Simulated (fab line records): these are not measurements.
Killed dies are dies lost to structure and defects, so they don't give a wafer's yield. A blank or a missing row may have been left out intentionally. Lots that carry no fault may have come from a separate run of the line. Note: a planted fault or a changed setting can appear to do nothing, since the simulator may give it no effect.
Check for tools in common ; flow berkeley_cmos170 ; Sample size 15 lots and 45 wafers

## REASON IT WAS OPENED
3 of 15 lots carry a flag on the reading V1_TEOS_THK at UCB170_V1_THK_MEAS_01. Fault-free wafers read 2003 nm, with a standard deviation of 23.
Rule: a lot is flagged when every wafer of it that has a number lies more than 4 standard deviations from that mean, or none has a number. All remaining lots are regarded as sound.

lot;measured;on;V1_TEOS_THK (nm), wafer by wafer;flag
L199;day 7 20:04;film_metro-03;2005 1965 1996;
L202;day 7 20:04;film_metro-04;1974 1984 1977;
L200;day 7 20:05;film_metro-02;1992 2007 2002;
L198;day 7 20:14;film_metro-04;1995 2005 2046;
L206;day 8 20:13;film_metro-04;1687 1664 1709;FLAGGED
L205;day 8 20:22;film_metro-03;1694 1730 1720;FLAGGED
L208;day 9 16:31;film_metro-03;1991 1968 2004;
L207;day 9 16:35;film_metro-04;1659 1701 1703;FLAGGED
L212;day 10 16:17;film_metro-03;2012 2028 2045;
L213;day 10 16:21;film_metro-03;1988 2001 2009;
L211;day 10 16:26;film_metro-02;1999 1990 2035;
L215;day 10 22:49;film_metro-03;1981 2008 2023;
L217;day 11 04:19;film_metro-04;2028 2038 2005;
L218;day 11 04:28;film_metro-04;2047 2032 2036;
L220;day 11 22:20;film_metro-04;1971 1993 1988;
The numbers of the flagged lots are 1696 nm on average: -307 nm against the usual, or -13 standard deviations.

## WHICH TOOL EACH LOT WENT THROUGH
The record holds 2 process steps before the reading, out of a route of 331 steps. Cell contents, in order: the tool; ch with the chambers the sampled wafers went through; the start.
lot;flag;UCB170_SILICIDE_RTA_04;UCB170_V1_CVD_00
L199;;rtp_anneal-02 ch 0, day 7 07:56;pecvd-02 ch 0,1, day 7 19:55
L202;;rtp_anneal-01 ch 0, day 7 08:11;pecvd-03 ch 0,1,2, day 7 19:55
L200;;rtp_anneal-02 ch 0, day 7 08:25;pecvd-04 ch 0,1, day 7 19:55
L198;;rtp_anneal-01 ch 0, day 7 08:35;pecvd-02 ch 1,2, day 7 20:04
L206;FLAGGED;rtp_anneal-01 ch 0, day 8 08:20;pecvd-04 ch 1,2, day 8 20:03
L205;FLAGGED;rtp_anneal-02 ch 0, day 8 08:20;pecvd-04 ch 0,2, day 8 20:13
L208;;rtp_anneal-02 ch 0, day 9 05:01;pecvd-02 ch 0,1,2, day 9 16:21
L207;FLAGGED;rtp_anneal-01 ch 0, day 9 04:40;pecvd-04 ch 0,2, day 9 16:21
L212;;rtp_anneal-01 ch 0, day 9 22:20;pecvd-03 ch 1,2, day 10 16:07
L213;;rtp_anneal-01 ch 0, day 9 23:32;pecvd-02 ch 0,2, day 10 16:07
L211;;rtp_anneal-02 ch 0, day 9 23:05;pecvd-03 ch 0,1, day 10 16:16
L215;;rtp_anneal-01 ch 0, day 10 10:41;pecvd-02 ch 0,1,2, day 10 22:38
L217;;rtp_anneal-02 ch 0, day 10 16:40;pecvd-03 ch 0,1,2, day 11 04:12
L218;;rtp_anneal-02 ch 0, day 10 17:09;pecvd-03 ch 0,1,2, day 11 04:22
L220;;rtp_anneal-01 ch 0, day 11 10:48;pecvd-02 ch 0,2, day 11 22:06
What is done by these steps:
- UCB170_SILICIDE_RTA_04: time 15 s.
- UCB170_V1_CVD_00: deposits SiO2 from TEOS/O2, target thk 2000 nm, time 250 s.
- UCB170_V1_THK_MEAS_01

## FLAGGED OVER TOTAL, TOOL BY TOOL (the gauges that took the reading come last)
step;tool;lots run;flagged;share of the flagged lots;sound lots run after its first flagged lot
UCB170_SILICIDE_RTA_04;rtp_anneal-01;8;2;some;4 (L212,L213,L215,L220)
UCB170_SILICIDE_RTA_04;rtp_anneal-02;7;1;some;4 (L208,L211,L217,L218)
UCB170_V1_CVD_00;pecvd-02;6;0;none;-
UCB170_V1_CVD_00;pecvd-03;5;0;none;-
UCB170_V1_CVD_00;pecvd-04;4;3;all;0
UCB170_V1_THK_MEAS_01;film_metro-02;2;0;none;-
UCB170_V1_THK_MEAS_01;film_metro-03;6;1;some;4 (L208,L212,L213,L215)
UCB170_V1_THK_MEAS_01;film_metro-04;7;2;some;3 (L217,L218,L220)

## WHAT THE TABLE PERMITS
1 row of the table ran every flagged lot: pecvd-04 at UCB170_V1_CVD_00.
- pecvd-04 at UCB170_V1_CVD_00 ran 4 lots, 3 of them flagged. It ran its last sound lot, L200, at day 7 19:55 and its first flagged lot, L206, at day 8 20:03: a fault with its onset between the two fits. Its own readings lie more than 4 standard deviations out on every wafer of the flagged lots: run_length_s.
pecvd-04 at UCB170_V1_CVD_00 is the single tool remaining.

## WHAT THE SIMULATOR PUT IN
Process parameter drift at UCB170_V1_CVD_00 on pecvd-04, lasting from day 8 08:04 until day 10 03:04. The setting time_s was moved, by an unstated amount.
Shown lots that were struck: L206, L205, L207. The rule given above showed the same thing.
